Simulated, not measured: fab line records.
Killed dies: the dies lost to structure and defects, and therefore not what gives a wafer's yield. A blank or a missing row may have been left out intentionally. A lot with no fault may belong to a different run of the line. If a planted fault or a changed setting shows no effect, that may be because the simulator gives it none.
A lot that was struck, set against a sound lot ; flow ritCmos ; 17 steps out of a route of 202
Sound: these wafers, L339.2, L339.3, L339.4. The struck wafers were L327.2, L327.3, L327.5. The cause is given at the end.
For every step that has rows: the tool of each side, followed by ch and its chambers, followed by its first start. Under that, the readings that differ: sound wafers ; struck wafers ; difference of the means ; sigmas: that difference in standard deviations of wafers without a fault.
alike: readings whose means differ by less than 2 such deviations, and words and numbers that are the same on both sides. not compared: withheld readings, readings that some wafer has no value for, bounds like >300 that may hide the same value, and numbers for which the record gives no deviation and whose values overlap.
The two part at a step that has a row with sigmas, a row that says differs or no value, or rows on one side only. Non-overlapping numbers with no deviation appear without sigmas and do not part them. A reading that every wafer of one side lacks parts them only if that side has two wafers or more.

RIT_PWELL_TW_MEAS_10:
  sound on filmMetro-02, day 6 08:47; struck on filmMetro-02, day 3 20:20
  alike: PWELL_TW
then, 1 step without rows for these wafers: RIT_WELLDRIVE_ANNEAL_00 (time 14700 s).
RIT_WELLDRIVE_RS_MEAS_01: a four-point-probe measurement.
  sound on filmMetro-01, day 6 13:57; struck on filmMetro-01, day 4 01:42
  alike: NWELL_RS
RIT_WELLDRIVE_RS_MEAS_02: a four-point-probe measurement.
  sound on filmMetro-01, day 6 14:04; struck on filmMetro-01, day 4 01:49
  alike: PWELL_RS
then, 6 steps without rows for these wafers: RIT_NRETRO_HMDS_00 (prime time 60 s); RIT_NRETRO_COAT_01 (resist thk 1300 nm); RIT_NRETRO_SOFTBAKE_02 (time 60 s); RIT_NRETRO_EXPOSE_03 (exposes mask M4, target cd 43900 nm); RIT_NRETRO_PEB_04; RIT_NRETRO_DEVELOP_05 (develop time 68 s).
RIT_NRETRO_OVL_MEAS_06:
  sound on overlay-01, day 6 15:11; struck on overlay-02, day 4 02:48
  alike: NRETRO_OVL
then, 1 step without rows for these wafers: RIT_NRETRO_HARDBAKE_07 (time 120 s).
RIT_NRETRO_IMPLANT_08:
  sound on implanter-01 ch 0, day 6 15:29; struck on implanter-01 ch 0, day 4 03:07
reading;sound;struck;difference;sigmas
doseIonsCm2;1.0025e+13 1.001e+13 1.0007e+13;5.483e+12 5.504e+12 5.505e+12;-4.517e+12;-99 or more
faradayCurrentUA;30.7 31.2 32.4;17.9 17.4 17.3;-13.9;-21
  alike: beamOnS, tiltDeg
RIT_NRETRO_STRIP_09: strips in O2, time 180 s.
  sound on plasmaAsher-03 ch 0,1, day 6 15:37; struck on plasmaAsher-03 ch 0,1, day 4 03:14
  alike: drypumpMotorCurrentA
  not compared: rfHoursCounterH
RIT_NRETRO_TW_MEAS_10:
  sound on filmMetro-02, day 6 15:47; struck on filmMetro-03, day 4 03:25
reading;sound;struck;difference;sigmas
NRETRO_TW;1078 1083 1086;870 875 876;-209;-19
then, 1 step without rows for these wafers: RIT_PRETRO_HMDS_00 (prime time 60 s).
RIT_M1_PROBE_99:
  sound on prober-01, day 7 18:50; struck on prober-01, day 5 14:10
reading;sound;struck;difference;sigmas
model.etest.pmos_0p3.rOnOhmUm;6411 6396 6390;5974 5990 5981;-417;
model.etest.pmosTurned.rOnOhmUm;3500 3492 3502;3261 3297 3180;-252;
model.etest.pmos_0p15.rOnOhmUm;2883 2862 2880;2690 2718 2633;-195;
model.etest.pmos_0p15.driveUaUm;243.6 245.5 243.1;276.6 274.4 282.3;+33.7;
model.etest.pmosTurned.driveUaUm;187.6 186.6 185.7;213.6 210.9 219.2;+27.9;
model.etest.pmosNarrow.driveUaUm;97.76 97.74 99.43;119.3 116.8 117.5;+19.6;
model.etest.pmos_0p3.driveUaUm;97.52 97.73 97.59;114.7 112.2 113.2;+15.8;
model.etest.wellEdgeRight.lineOhmUm;182.7 184.5 184.7;188.2 193.5 191.3;+7.0;
  alike: killedAtContacts, killedAtFrontEnd, killedDies, killedOpen, killedShort

WHERE THEY PART
Earliest at RIT_NRETRO_IMPLANT_08; latest, in this record, at RIT_NRETRO_TW_MEAS_10. Later steps at which nothing parts them and some readings are alike: RIT_M1_PROBE_99.

WHY: whatever the simulator had introduced
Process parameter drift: implanter-01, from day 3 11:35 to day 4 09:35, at RIT_NRETRO_IMPLANT_08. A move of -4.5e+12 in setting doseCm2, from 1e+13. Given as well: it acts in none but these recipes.
